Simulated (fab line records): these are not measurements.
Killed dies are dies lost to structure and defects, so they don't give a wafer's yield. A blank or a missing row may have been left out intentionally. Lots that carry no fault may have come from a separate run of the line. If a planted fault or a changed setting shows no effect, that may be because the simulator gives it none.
fab line records -- flow berkeley-cmos170
record: lots: 24, wafers: 72, last-day: 12
route steps=331 shown ZERO@13 NWELL@16 PWELL@51 FIELD@96 V2@295
lots untouched by any fault: they come from a run of this same line in which no faults occurred
start-h: hours from the record's opening day to when the first of the lot's shown wafers began -- wait-h: how many hours have passed since the lot's step before this one -- " as in the row above -- L1.1+2: a single row standing in for several wafers -- - no value, or no start was given -- * or withheld: withheld -- < > ~ a bound
route shown NAME@n: NAME is a module with steps in the file, n the number in the route of the first one -- usual: mean and standard deviation over wafers with no fault -- same: alike in all rows -- chamber/n: place in a boat -- sites: per-site readings -- _std_site: standard deviation of those values -- _edge_site: mean of outer sites minus mean of inner sites -- radius-mm: for every site, how far away it sits from the centre of the wafer -- mask NAME#n: copy n -- behind: tool/chamber where the wafer was last shaped -- hold: why the lot went on hold/how many hours it stayed there/how the hold came to an end -- device: the n, p or np transistor that did not switch -- end of line: tests of these same wafers at the route's end -- a step without rows: its recipe alone -- killed: at the first sort, the dies lost to defects and structure; wafer yield is something else -- map: per-die view of a wafer (x killed, . not killed, _ where there is no die)
set.NAME: the setting the step ran with; set.NAME@STEP: the setting that earlier step ran with -- model.NAME: the simulator's own value behind a step, which no gauge read
the route's steps for a sample of lots (tables are steps, rows are wafers)
services: the hour from which a tool's chamber was out of use, counted from the record's first day as start-h (under 0 if before that day), plus the number of hours and why
== steps ==
step: UCB170_ZERO_STRIP_07
recipe: chemistry: O2, power-w: 400, pressure-mtorr: 3500, platen-temp-c: withheld, o2-flow-sccm: 400, overash-fraction: 0.5
usual: drypump-motor-current-A: 5.74/0.16, oes-product-au: 0.727/0.0042, strip-time-to-endpoint-s: 21.50/0.058
lot.wafer,tool,chamber,start-h,wait-h,drypump-motor-current-A,oes-product-au,rf-hours-counter-h,strip-time-to-endpoint-s
L074.3,plasma-asher-02,1,18.36,0.0,5.79,0.725,-,21.43
L074.4,plasma-asher-02,0,18.36,0.0,5.64,0.725,-,21.47
L074.6,plasma-asher-02,0,18.36,0.0,5.63,0.725,-,21.47
L075.2,plasma-asher-01,1,25.68,0.0,5.85,0.721,31,21.45
L075.5,plasma-asher-01,1,25.68,0.0,5.82,0.728,-,21.51
L075.6,plasma-asher-01,0,25.68,0.0,5.89,0.733,-,21.47
L076.1,plasma-asher-01,0,31.63,0.0,5.91,0.725,31,21.44
L076.2,plasma-asher-01,1,31.63,0.0,5.83,0.728,31,21.43
L076.6,plasma-asher-01,0,31.63,0.0,5.92,0.727,-,21.37
L077.1,plasma-asher-03,0,37.20,0.0,5.80,0.735,24,21.54
L077.2,plasma-asher-03,1,37.20,0.0,5.48,0.727,24,21.46
L077.6,plasma-asher-03,0,37.20,0.0,5.83,0.729,-,21.57
L078.1,plasma-asher-03,1,41.69,0.0,5.47,0.731,24,21.53
L078.3,plasma-asher-03,0,41.69,0.0,5.84,0.722,-,21.50
L078.6,plasma-asher-03,1,41.69,0.0,5.47,0.725,-,21.54
L079.1,plasma-asher-03,0,44.53,0.0,5.85,0.732,25,21.53
L079.4,plasma-asher-03,0,44.53,0.0,5.85,0.727,-,21.54
L079.5,plasma-asher-03,1,44.53,0.0,5.47,0.727,-,21.39
L080.3,plasma-asher-03,0,50.31,0.0,5.85,0.728,-,21.54
L080.5,plasma-asher-03,1,50.31,0.0,5.48,0.729,-,21.57
L080.6,plasma-asher-03,0,50.31,0.0,5.84,0.726,-,21.59
L081.1,plasma-asher-03,1,52.61,0.0,5.45,0.733,26,21.48
L081.3,plasma-asher-03,1,52.61,0.0,5.46,0.725,-,21.53
L081.4,plasma-asher-03,0,52.61,0.0,5.87,0.723,-,21.58
L082.2,plasma-asher-02,0,62.83,0.0,5.64,0.727,34,21.50
L082.4,plasma-asher-02,1,62.83,0.0,5.80,0.731,-,21.50
L082.5,plasma-asher-02,0,62.83,0.0,5.63,0.729,-,21.51
L083.2,plasma-asher-01,0,66.64,0.0,5.90,0.726,35,21.47
L083.3,plasma-asher-01,1,66.64,0.0,5.82,0.730,-,21.53
L083.5,plasma-asher-01,0,66.64,0.0,5.89,0.725,-,21.46
L084.1,plasma-asher-03,0,71.78,0.0,5.85,0.736,28,21.48
L084.2,plasma-asher-03,1,71.78,0.0,5.46,0.724,28,21.47
L084.5,plasma-asher-03,1,71.78,0.0,5.46,0.722,-,21.56
L085.2,plasma-asher-02,0,78.70,0.0,5.63,0.733,36,21.44
L085.3,plasma-asher-02,0,78.70,0.0,5.63,0.724,-,21.51
L085.4,plasma-asher-02,1,78.70,0.0,5.80,0.726,-,21.48
L086.3,plasma-asher-01,1,78.81,0.0,5.84,0.723,-,21.62
L086.5,plasma-asher-01,1,78.81,0.0,5.82,0.725,-,21.66
L086.6,plasma-asher-01,0,78.81,0.0,5.88,0.720,-,21.63
L087.1,plasma-asher-03,1,84.93,0.0,5.47,0.728,29,21.50
L087.2,plasma-asher-03,0,84.93,0.0,5.86,0.727,29,21.52
L087.3,plasma-asher-03,0,84.93,0.0,5.85,0.721,-,21.39
L088.1,plasma-asher-01,1,92.12,0.0,5.85,0.726,38,21.52
L088.4,plasma-asher-01,1,92.12,0.0,5.83,0.728,-,21.50
L088.5,plasma-asher-01,0,92.12,0.0,5.90,0.724,-,21.50
L089.1,plasma-asher-01,1,97.63,0.0,5.82,0.724,39,21.45
L089.2,plasma-asher-01,0,97.63,0.0,5.89,0.724,39,21.53
L089.4,plasma-asher-01,0,97.63,0.0,5.89,0.729,-,21.39
L090.1,plasma-asher-03,0,97.87,0.0,5.88,0.720,31,21.44
L090.5,plasma-asher-03,1,97.87,0.0,5.49,0.725,-,21.41
L090.6,plasma-asher-03,0,97.87,0.0,5.84,0.732,-,21.52
L091.1,plasma-asher-03,1,103.45,0.0,5.45,0.729,31,21.55
L091.3,plasma-asher-03,0,103.45,0.0,5.86,0.730,-,21.45
L091.6,plasma-asher-03,0,103.45,0.0,5.85,0.734,-,21.47
L092.1,plasma-asher-03,0,107.70,0.0,5.85,0.720,32,21.60
L092.2,plasma-asher-03,1,107.70,0.0,5.48,0.720,32,21.56
L092.6,plasma-asher-03,0,107.70,0.0,5.85,0.735,-,21.59
L093.1,plasma-asher-01,0,112.08,0.0,5.89,0.730,40,21.53
L093.3,plasma-asher-01,0,112.08,0.0,5.90,0.718,-,21.47
L093.4,plasma-asher-01,1,112.08,0.0,5.86,0.722,-,21.50
L094.3,plasma-asher-02,1,119.26,0.0,5.81,0.720,-,21.54
L094.4,plasma-asher-02,0,119.26,0.0,5.64,0.723,-,21.48
L094.5,plasma-asher-02,1,119.26,0.0,5.82,0.723,-,21.44
L095.2,plasma-asher-02,1,124.82,0.0,5.78,0.730,1,21.48
L095.3,plasma-asher-02,0,124.82,0.0,5.63,0.733,-,21.52
L095.5,plasma-asher-02,0,124.82,0.0,5.61,0.725,-,21.56
L096.3,plasma-asher-01,1,129.93,0.0,5.84,0.725,-,21.56
L096.5,plasma-asher-01,0,129.93,0.0,5.89,0.719,-,21.57
L096.6,plasma-asher-01,1,129.93,0.0,5.83,0.730,-,21.60
L097.3,plasma-asher-03,1,137.32,0.0,5.46,0.726,-,21.46
L097.5,plasma-asher-03,1,137.32,0.0,5.45,0.725,-,21.48
L097.6,plasma-asher-03,0,137.32,0.0,5.83,0.730,-,21.48
step: UCB170_NWELL_THK_MEAS_02
recipe: reads: SiO2_of_NWELL_OXIDATION_01
usual: NWELL_OXIDE_THK: 26.4/0.46
lot.wafer,tool,chamber,start-h,wait-h,NWELL_OXIDE_THK[nm]
L074.3,film-metro-03,-,22.14,0.0,26.3
L074.4,film-metro-03,-,22.14,0.0,26.5
L074.6,film-metro-03,-,22.14,0.0,26.0
L076.1,film-metro-02,-,33.16,0.0,26.2
L076.2,film-metro-02,-,33.16,0.0,26.9
L076.6,film-metro-02,-,33.16,0.0,26.4
L075.2,film-metro-04,-,33.17,0.0,26.6
L075.5,film-metro-04,-,33.17,0.0,26.3
L075.6,film-metro-04,-,33.17,0.0,26.9
L077.1,film-metro-02,-,39.98,0.0,26.8
L077.2,film-metro-02,-,39.98,0.0,26.1
L077.6,film-metro-02,-,39.98,0.0,26.1
L078.1,film-metro-02,-,47.27,0.0,25.8
L078.3,film-metro-02,-,47.27,0.0,25.8
L078.6,film-metro-02,-,47.27,0.0,25.5
L079.1,film-metro-03,-,47.27,0.0,27.0
L079.4,film-metro-03,-,47.27,0.0,26.6
L079.5,film-metro-03,-,47.27,0.0,27.1
L080.3,film-metro-04,-,53.17,0.0,26.5
L080.5,film-metro-04,-,53.17,0.0,26.8
L080.6,film-metro-04,-,53.17,0.0,26.6
L081.1,film-metro-02,-,54.50,0.0,26.3
L081.3,film-metro-02,-,54.50,0.0,26.1
L081.4,film-metro-02,-,54.50,0.0,26.5
L082.2,film-metro-02,-,67.34,0.0,25.4
L082.4,film-metro-02,-,67.34,0.0,26.1
L082.5,film-metro-02,-,67.34,0.0,26.0
L083.2,film-metro-04,-,72.57,0.0,26.3
L083.3,film-metro-04,-,72.57,0.0,26.0
L083.5,film-metro-04,-,72.57,0.0,26.5
L084.1,film-metro-03,-,76.50,0.0,26.7
L084.2,film-metro-03,-,76.50,0.0,27.1
L084.5,film-metro-03,-,76.50,0.0,26.9
L085.2,film-metro-02,-,83.43,0.0,27.1
L085.3,film-metro-02,-,83.43,0.0,27.4
L085.4,film-metro-02,-,83.43,0.0,27.5
L086.3,film-metro-04,-,83.44,0.0,26.2
L086.5,film-metro-04,-,83.44,0.0,26.2
L086.6,film-metro-04,-,83.44,0.0,26.2
L087.1,film-metro-03,-,90.74,0.0,26.1
L087.2,film-metro-03,-,90.74,0.0,25.6
L087.3,film-metro-03,-,90.74,0.0,25.6
L088.1,film-metro-02,-,96.69,0.0,26.2
L088.4,film-metro-02,-,96.69,0.0,25.9
L088.5,film-metro-02,-,96.69,0.0,26.7
L089.1,film-metro-03,-,101.60,0.0,25.8
L089.2,film-metro-03,-,101.60,0.0,25.4
L089.4,film-metro-03,-,101.60,0.0,26.1
L090.1,film-metro-02,-,101.60,0.0,27.2
L090.5,film-metro-02,-,101.60,0.0,27.1
L090.6,film-metro-02,-,101.60,0.0,27.1
L091.1,film-metro-02,-,105.64,0.0,26.2
L091.3,film-metro-02,-,105.64,0.0,26.7
L091.6,film-metro-02,-,105.64,0.0,26.3
L092.1,film-metro-04,-,111.06,0.0,26.8
L092.2,film-metro-04,-,111.06,0.0,26.8
L092.6,film-metro-04,-,111.06,0.0,26.9
L093.1,film-metro-03,-,115.41,0.0,26.5
L093.3,film-metro-03,-,115.41,0.0,26.2
L093.4,film-metro-03,-,115.41,0.0,26.5
L094.3,film-metro-02,-,124.67,0.0,26.3
L094.4,film-metro-02,-,124.67,0.0,26.1
L094.5,film-metro-02,-,124.67,0.0,25.9
L095.2,film-metro-04,-,128.93,0.0,25.5
L095.3,film-metro-04,-,128.93,0.0,26.0
L095.5,film-metro-04,-,128.93,0.0,26.0
L096.3,film-metro-02,-,134.40,0.0,27.0
L096.5,film-metro-02,-,134.40,0.0,26.9
L096.6,film-metro-02,-,134.40,0.0,26.7
L097.3,film-metro-02,-,139.87,0.0,26.4
L097.5,film-metro-02,-,139.87,0.0,26.5
L097.6,film-metro-02,-,139.87,0.0,26.8
step: UCB170_PWELL_TW_MEAS_17
usual: PWELL_TW: 376.7/1.8
lot.wafer,tool,chamber,start-h,wait-h,PWELL_TW
L074.3,film-metro-03,-,49.59,0.1,376.4
L074.4,film-metro-03,-,49.59,0.1,375.8
L074.6,film-metro-03,-,49.59,0.1,375.7
L075.2,film-metro-03,-,56.56,0.1,376.8
L075.5,film-metro-03,-,56.56,0.1,376.6
L075.6,film-metro-03,-,56.56,0.1,374.2
L076.1,film-metro-03,-,57.38,0.1,376.3
L076.2,film-metro-03,-,57.38,0.1,377.3
L076.6,film-metro-03,-,57.38,0.1,377.9
L077.1,film-metro-04,-,66.46,0.1,379.4
L077.2,film-metro-04,-,66.46,0.1,377.7
L077.6,film-metro-04,-,66.46,0.1,377.7
L079.1,film-metro-03,-,72.63,0.1,375.5
L079.4,film-metro-03,-,72.63,0.1,376.0
L079.5,film-metro-03,-,72.63,0.1,373.7
L078.1,film-metro-01,-,72.70,0.1,374.6
L078.3,film-metro-01,-,72.70,0.1,375.8
L078.6,film-metro-01,-,72.70,0.1,376.0
L080.3,film-metro-04,-,79.81,0.1,376.9
L080.5,film-metro-04,-,79.81,0.1,376.8
L080.6,film-metro-04,-,79.81,0.1,376.4
L081.1,film-metro-04,-,79.87,0.1,378.3
L081.3,film-metro-04,-,79.87,0.1,377.6
L081.4,film-metro-04,-,79.87,0.1,376.2
L082.2,film-metro-01,-,98.14,0.1,376.9
L082.4,film-metro-01,-,98.14,0.1,378.0
L082.5,film-metro-01,-,98.14,0.1,376.3
L083.2,film-metro-01,-,103.07,0.1,376.9
L083.3,film-metro-01,-,103.07,0.1,376.1
L083.5,film-metro-01,-,103.07,0.1,380.2
L084.1,film-metro-01,-,103.27,0.1,378.0
L084.2,film-metro-01,-,103.27,0.1,380.4
L084.5,film-metro-01,-,103.27,0.1,378.6
L086.3,film-metro-04,-,106.43,0.1,375.3
L086.5,film-metro-04,-,106.43,0.1,375.8
L086.6,film-metro-04,-,106.43,0.1,376.8
L085.2,film-metro-03,-,106.69,0.1,376.8
L085.3,film-metro-03,-,106.69,0.1,377.2
L085.4,film-metro-03,-,106.69,0.1,377.3
L087.1,film-metro-04,-,116.18,0.1,376.4
L087.2,film-metro-04,-,116.18,0.1,376.3
L087.3,film-metro-04,-,116.18,0.1,375.0
L089.1,film-metro-04,-,125.26,0.1,381.0
L089.2,film-metro-04,-,125.26,0.1,379.3
L089.4,film-metro-04,-,125.26,0.1,380.1
L088.1,film-metro-04,-,125.46,0.1,379.6
L088.4,film-metro-04,-,125.46,0.1,380.4
L088.5,film-metro-04,-,125.46,0.1,378.2
L090.1,film-metro-03,-,125.53,0.1,376.1
L090.5,film-metro-03,-,125.53,0.1,376.1
L090.6,film-metro-03,-,125.53,0.1,376.3
L091.1,film-metro-01,-,130.11,0.1,375.8
L091.3,film-metro-01,-,130.11,0.1,373.7
L091.6,film-metro-01,-,130.11,0.1,376.6
L092.1,film-metro-01,-,135.48,0.1,376.4
L092.2,film-metro-01,-,135.48,0.1,373.0
L092.6,film-metro-01,-,135.48,0.1,375.5
L093.1,film-metro-04,-,141.07,0.1,380.5
L093.3,film-metro-04,-,141.07,0.1,379.1
L093.4,film-metro-04,-,141.07,0.1,376.5
L094.3,film-metro-01,-,148.85,0.1,375.6
L094.4,film-metro-01,-,148.85,0.1,375.9
L094.5,film-metro-01,-,148.85,0.1,376.8
L095.2,film-metro-01,-,154.60,0.1,373.7
L095.3,film-metro-01,-,154.60,0.1,374.5
L095.5,film-metro-01,-,154.60,0.1,375.0
L096.3,film-metro-01,-,159.05,0.1,374.1
L096.5,film-metro-01,-,159.05,0.1,375.0
L096.6,film-metro-01,-,159.05,0.1,374.7
L097.3,film-metro-04,-,166.03,0.1,376.7
L097.5,film-metro-04,-,166.03,0.1,375.7
L097.6,film-metro-04,-,166.03,0.1,375.8
step: UCB170_FIELD_THK_MEAS_90
recipe: reads: SiO2_of_FIELD_OXIDATION_01
usual: FIELD_OXIDE_LEFT_1_THK: 443/11
lot.wafer,tool,chamber,start-h,wait-h,FIELD_OXIDE_LEFT_1_THK[nm]
L076.1,film-metro-04,-,98.82,0.0,458
L076.2,film-metro-04,-,98.82,0.0,454
L076.6,film-metro-04,-,98.82,0.0,455
L075.2,film-metro-01,-,98.83,0.0,452
L075.5,film-metro-01,-,98.83,0.0,442
L075.6,film-metro-01,-,98.83,0.0,447
L074.3,film-metro-03,-,98.84,0.0,453
L074.4,film-metro-03,-,98.84,0.0,445
L074.6,film-metro-03,-,98.84,0.0,430
L077.1,film-metro-01,-,109.27,0.0,437
L077.2,film-metro-01,-,109.27,0.0,436
L077.6,film-metro-01,-,109.27,0.0,430
L078.1,film-metro-04,-,116.12,0.0,449
L078.3,film-metro-04,-,116.12,0.0,447
L078.6,film-metro-04,-,116.12,0.0,447
L079.1,film-metro-03,-,116.12,0.0,446
L079.4,film-metro-03,-,116.12,0.0,447
L079.5,film-metro-03,-,116.12,0.0,445
L081.1,film-metro-03,-,121.75,0.0,457
L081.3,film-metro-03,-,121.75,0.0,452
L081.4,film-metro-03,-,121.75,0.0,444
L080.3,film-metro-01,-,121.77,0.0,448
L080.5,film-metro-01,-,121.77,0.0,438
L080.6,film-metro-01,-,121.77,0.0,440
L082.2,film-metro-03,-,138.08,0.0,462
L082.4,film-metro-03,-,138.08,0.0,458
L082.5,film-metro-03,-,138.08,0.0,468
L084.1,film-metro-01,-,146.09,0.0,437
L084.2,film-metro-01,-,146.09,0.0,438
L084.5,film-metro-01,-,146.09,0.0,448
L083.2,film-metro-04,-,146.10,0.0,446
L083.3,film-metro-04,-,146.10,0.0,445
L083.5,film-metro-04,-,146.10,0.0,446
L085.2,film-metro-03,-,146.13,0.0,437
L085.3,film-metro-03,-,146.13,0.0,452
L085.4,film-metro-03,-,146.13,0.0,434
L086.3,film-metro-01,-,146.17,0.1,454
L086.5,film-metro-01,-,146.17,0.1,439
L086.6,film-metro-01,-,146.17,0.1,447
L087.1,film-metro-01,-,161.56,0.0,453
L087.2,film-metro-01,-,161.56,0.0,454
L087.3,film-metro-01,-,161.56,0.0,449
L088.1,film-metro-01,-,167.94,0.0,427
L088.4,film-metro-01,-,167.94,0.0,424
L088.5,film-metro-01,-,167.94,0.0,412
L089.1,film-metro-03,-,167.94,0.0,422
L089.2,film-metro-03,-,167.94,0.0,435
L089.4,film-metro-03,-,167.94,0.0,434
L090.1,film-metro-04,-,180.54,0.0,443
L090.5,film-metro-04,-,180.54,0.0,450
L090.6,film-metro-04,-,180.54,0.0,438
L091.1,film-metro-03,-,180.54,0.0,450
L091.3,film-metro-03,-,180.54,0.0,437
L091.6,film-metro-03,-,180.54,0.0,440
L092.1,film-metro-03,-,184.26,0.0,445
L092.2,film-metro-03,-,184.26,0.0,445
L092.6,film-metro-03,-,184.26,0.0,437
L093.1,film-metro-01,-,184.32,0.1,420
L093.3,film-metro-01,-,184.32,0.1,432
L093.4,film-metro-01,-,184.32,0.1,436
L095.2,film-metro-01,-,195.64,0.0,433
L095.3,film-metro-01,-,195.64,0.0,453
L095.5,film-metro-01,-,195.64,0.0,440
L094.3,film-metro-03,-,195.65,0.0,458
L094.4,film-metro-03,-,195.65,0.0,462
L094.5,film-metro-03,-,195.65,0.0,458
L096.3,film-metro-04,-,195.65,0.0,446
L096.5,film-metro-04,-,195.65,0.0,448
L096.6,film-metro-04,-,195.65,0.0,442
L097.3,film-metro-04,-,209.85,0.0,419
L097.5,film-metro-04,-,209.85,0.0,429
L097.6,film-metro-04,-,209.85,0.0,427
step: UCB170_FIELD_THK_MEAS_91
recipe: reads: SiO2_of_FIELD_OXIDATION_01
usual: FIELD_OXIDE_LEFT_2_THK: 355/11
lot.wafer,tool,chamber,start-h,wait-h,FIELD_OXIDE_LEFT_2_THK[nm]
L075.2,film-metro-03,-,114.06,0.0,364
L075.5,film-metro-03,-,114.06,0.0,354
L075.6,film-metro-03,-,114.06,0.0,360
L076.1,film-metro-04,-,114.32,0.0,369
L076.2,film-metro-04,-,114.32,0.0,365
L076.6,film-metro-04,-,114.32,0.0,367
L074.3,film-metro-03,-,114.35,0.0,366
L074.4,film-metro-03,-,114.35,0.0,358
L074.6,film-metro-03,-,114.35,0.0,343
L077.1,film-metro-01,-,124.93,0.0,348
L077.2,film-metro-01,-,124.93,0.0,347
L077.6,film-metro-01,-,124.93,0.0,340
L078.1,film-metro-01,-,133.77,0.0,360
L078.3,film-metro-01,-,133.77,0.0,358
L078.6,film-metro-01,-,133.77,0.0,359
L079.1,film-metro-04,-,135.13,0.0,358
L079.4,film-metro-04,-,135.13,0.0,359
L079.5,film-metro-04,-,135.13,0.0,357
L081.1,film-metro-04,-,140.09,0.0,368
L081.3,film-metro-04,-,140.09,0.0,363
L081.4,film-metro-04,-,140.09,0.0,356
L080.3,film-metro-03,-,140.40,0.0,361
L080.5,film-metro-03,-,140.40,0.0,350
L080.6,film-metro-03,-,140.40,0.0,352
L082.2,film-metro-04,-,155.35,0.0,375
L082.4,film-metro-04,-,155.35,0.0,371
L082.5,film-metro-04,-,155.35,0.0,380
L083.2,film-metro-01,-,161.99,0.0,358
L083.3,film-metro-01,-,161.99,0.0,357
L083.5,film-metro-01,-,161.99,0.0,358
L085.2,film-metro-01,-,164.04,0.0,348
L085.3,film-metro-01,-,164.04,0.0,363
L085.4,film-metro-01,-,164.04,0.0,344
L084.1,film-metro-04,-,164.27,0.0,348
L084.2,film-metro-04,-,164.27,0.0,350
L084.5,film-metro-04,-,164.27,0.0,360
L086.3,film-metro-03,-,164.36,0.0,366
L086.5,film-metro-03,-,164.36,0.0,351
L086.6,film-metro-03,-,164.36,0.0,359
L087.1,film-metro-03,-,181.34,0.0,365
L087.2,film-metro-03,-,181.34,0.0,366
L087.3,film-metro-03,-,181.34,0.0,361
L089.1,film-metro-04,-,186.03,0.0,333
L089.2,film-metro-04,-,186.03,0.0,347
L089.4,film-metro-04,-,186.03,0.0,346
L088.1,film-metro-03,-,186.10,0.0,340
L088.4,film-metro-03,-,186.10,0.0,336
L088.5,film-metro-03,-,186.10,0.0,324
L090.1,film-metro-01,-,194.99,0.0,354
L090.5,film-metro-01,-,194.99,0.0,362
L090.6,film-metro-01,-,194.99,0.0,350
L091.1,film-metro-03,-,194.99,0.0,362
L091.3,film-metro-03,-,194.99,0.0,348
L091.6,film-metro-03,-,194.99,0.0,351
L092.1,film-metro-01,-,198.82,0.0,356
L092.2,film-metro-01,-,198.82,0.0,357
L092.6,film-metro-01,-,198.82,0.0,348
L093.1,film-metro-04,-,198.82,0.0,332
L093.3,film-metro-04,-,198.82,0.0,344
L093.4,film-metro-04,-,198.82,0.0,348
L094.3,film-metro-04,-,215.51,0.0,370
L094.4,film-metro-04,-,215.51,0.0,373
L094.5,film-metro-04,-,215.51,0.0,370
L095.2,film-metro-03,-,215.62,0.0,346
L095.3,film-metro-03,-,215.62,0.0,366
L095.5,film-metro-03,-,215.62,0.0,353
L096.3,film-metro-01,-,216.24,0.0,357
L096.5,film-metro-01,-,216.24,0.0,359
L096.6,film-metro-01,-,216.24,0.0,353
L097.3,film-metro-04,-,220.78,0.0,332
L097.5,film-metro-04,-,220.78,0.0,341
L097.6,film-metro-04,-,220.78,0.0,339
step: UCB170_V2_BOW_MEAS_03
recipe: mode: bow
usual: V2_BOW: 37/6.3
lot.wafer,tool,chamber,start-h,wait-h,V2_BOW[um]
L074.3,film-metro-02,-,159.01,0.2,45
L074.4,film-metro-02,-,159.01,0.2,38
L074.6,film-metro-02,-,159.01,0.2,40
L076.1,film-metro-02,-,159.63,0.2,30
L076.2,film-metro-02,-,159.63,0.2,39
L076.6,film-metro-02,-,159.63,0.2,34
L075.2,film-metro-01,-,159.92,0.2,31
L075.5,film-metro-01,-,159.92,0.2,33
L075.6,film-metro-01,-,159.92,0.2,37
L077.1,film-metro-02,-,168.07,0.2,26
L077.2,film-metro-02,-,168.07,0.2,12
L077.6,film-metro-02,-,168.07,0.2,30
L078.1,film-metro-01,-,177.71,0.2,35
L078.3,film-metro-01,-,177.71,0.2,35
L078.6,film-metro-01,-,177.71,0.2,37
L079.1,film-metro-04,-,178.06,0.2,39
L079.4,film-metro-04,-,178.06,0.2,40
L079.5,film-metro-04,-,178.06,0.2,38
L081.1,film-metro-02,-,187.09,0.2,41
L081.3,film-metro-02,-,187.09,0.2,36
L081.4,film-metro-02,-,187.09,0.2,40
L080.3,film-metro-01,-,189.46,0.1,29
L080.5,film-metro-01,-,189.46,0.1,35
L080.6,film-metro-01,-,189.46,0.1,32
L082.2,film-metro-04,-,199.28,0.1,35
L082.4,film-metro-04,-,199.28,0.1,31
L082.5,film-metro-04,-,199.28,0.1,38
L086.3,film-metro-04,-,202.54,0.1,29
L086.5,film-metro-04,-,202.54,0.1,45
L086.6,film-metro-04,-,202.54,0.1,36
L084.1,film-metro-04,-,204.90,0.2,37
L084.2,film-metro-04,-,204.90,0.2,34
L084.5,film-metro-04,-,204.90,0.2,36
L085.2,film-metro-04,-,205.23,0.2,41
L085.3,film-metro-04,-,205.23,0.2,36
L085.4,film-metro-04,-,205.23,0.2,38
L083.2,film-metro-02,-,205.72,0.1,36
L083.3,film-metro-02,-,205.72,0.1,45
L083.5,film-metro-02,-,205.72,0.1,34
L087.1,film-metro-04,-,228.19,0.2,38
L087.2,film-metro-04,-,228.19,0.2,40
L087.3,film-metro-04,-,228.19,0.2,34
L089.1,film-metro-01,-,228.49,0.2,27
L089.2,film-metro-01,-,228.49,0.2,35
L089.4,film-metro-01,-,228.49,0.2,32
L088.1,film-metro-01,-,233.57,0.2,40
L088.4,film-metro-01,-,233.57,0.2,44
L088.5,film-metro-01,-,233.57,0.2,27
L090.1,film-metro-01,-,238.41,0.1,31
L090.5,film-metro-01,-,238.41,0.1,32
L090.6,film-metro-01,-,238.41,0.1,28
L091.1,film-metro-04,-,239.10,0.1,31
L091.3,film-metro-04,-,239.10,0.1,44
L091.6,film-metro-04,-,239.10,0.1,47
L092.1,film-metro-04,-,244.17,0.2,45
L092.2,film-metro-04,-,244.17,0.2,47
L092.6,film-metro-04,-,244.17,0.2,40
L093.1,film-metro-01,-,244.26,0.2,40
L093.3,film-metro-01,-,244.26,0.2,24
L093.4,film-metro-01,-,244.26,0.2,29
L095.2,film-metro-02,-,264.17,0.1,37
L095.3,film-metro-02,-,264.17,0.1,37
L095.5,film-metro-02,-,264.17,0.1,44
L096.3,film-metro-01,-,264.31,0.2,38
L096.5,film-metro-01,-,264.31,0.2,23
L096.6,film-metro-01,-,264.31,0.2,32
L094.3,film-metro-02,-,264.74,0.2,37
L094.4,film-metro-02,-,264.74,0.2,33
L094.5,film-metro-02,-,264.74,0.2,38
L097.3,film-metro-04,-,270.80,0.1,52
L097.5,film-metro-04,-,270.80,0.1,38
L097.6,film-metro-04,-,270.80,0.1,38
== services ==
tool,chamber,start-h,hours,kind
plasma-asher-03,-,-3.24,5.6,repair
plasma-asher-01,-,49.22,2.8,pm
plasma-asher-03,-,62.58,2.8,pm
plasma-asher-02,-,108.75,9.0,pm
plasma-asher-02,0,108.75,9.0,vent-cycle
plasma-asher-02,1,108.75,9.0,vent-cycle
plasma-asher-02,0,117.75,-,clean
plasma-asher-02,1,117.75,-,clean
== key ==
fault none
